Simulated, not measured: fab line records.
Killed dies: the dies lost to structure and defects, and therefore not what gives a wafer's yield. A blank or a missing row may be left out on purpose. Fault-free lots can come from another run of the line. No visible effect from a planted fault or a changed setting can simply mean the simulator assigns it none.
Comparing a struck lot with a sound one :: flow berkeley cmos170 :: 14 steps out of a route of 331
Sound: the wafers L423.1, L423.2, L423.3. The struck wafers were L432.2, L432.3, L432.6. At the end, the cause is stated.
Each step with rows lists, per side, the tool, then ch with its chambers, then its first start. Under that, the readings that differ: sound wafers :: struck wafers :: difference of the means :: sigmas: that difference in standard deviations of wafers without a fault.
alike: a reading whose means differ by less than 2 such deviations, as well as words and numbers matching on both sides. not compared: withheld readings; readings where some wafer has no value; bounds like >300 that might hide an equal value; numbers whose values overlap and for which the record gives no deviation.
The two part at a step that has a row with sigmas, a row that says differs or no value, or rows on one side only. When numbers do not overlap yet have no deviation, they are printed without sigmas and do not part them. A reading missing from all wafers of one side parts the sides only when that side holds two or more wafers.

UCB170_PWELL_STRIP_16: strips in O2.
  sound on plasma asher-01 ch 0,1, day 3 13:16; struck on plasma asher-01 ch 0,1, day 5 08:59
  alike: drypump motor current A, oes product au, strip time to endpoint s
  not compared: rf hours counter h
UCB170_PWELL_TW_MEAS_17:
  struck on film metro-01, day 5 09:05; sound on film metro-04, day 3 13:22
reading: PWELL_TW
sound: 376.8 376.1 375.9
struck: 381.1 380.3 381.1
difference: +4.6
sigmas: +2
then, 5 steps without rows for these wafers: UCB170_PWELL_CLEAN_18 (cleans in SPM, time 600 s); UCB170_PWELL_WET_ETCH_19 (etches Si3N4 in H3PO4, time 14400 s); UCB170_PWELL_WET_ETCH_20 (etches SiO2 in BOE, time 22 s); UCB170_WELLDRIVE_CLEAN_00 (cleans in SPM, time 600 s); UCB170_WELLDRIVE_OXIDATION_01 (target thk 199 nm, ox time 9000 s).
UCB170_WELLDRIVE_THK_MEAS_02:
  struck on film metro-04, day 5 21:04; sound on film metro-02, day 3 23:10
  alike: WELLDRIVE_OXIDE_THK
then, 4 steps without rows for these wafers: UCB170_WELLDRIVE_ANNEAL_03 (time 900 s); UCB170_WELLDRIVE_WET_ETCH_04 (etches SiO2 in BOE, time 120 s); UCB170_ACTIVE_CLEAN_00 (cleans in SPM, time 600 s); UCB170_ACTIVE_CLEAN_01 (cleans in dHF, time 60 s).
UCB170_ACTIVE_OXIDATION_02: target thk 26.4 nm, ox time 1260 s.
  sound on furnace-03 ch 0, day 4 04:37; struck on furnace-03, day 6 05:41
  no value came back on the struck wafers for ox temp c (C), ox temp c max, spike tc centre C (C), spike tc load C (C); on the sound wafers ox temp c (C) reads 999.7 999.5 999.7
then, 1 step without rows for these wafers: UCB170_ACTIVE_ANNEAL_04 (time 900 s).

== WHERE THEY PART ==
At UCB170_PWELL_TW_MEAS_17 first; at UCB170_ACTIVE_OXIDATION_02 last (within this record only).

WHY: whatever the simulator had introduced
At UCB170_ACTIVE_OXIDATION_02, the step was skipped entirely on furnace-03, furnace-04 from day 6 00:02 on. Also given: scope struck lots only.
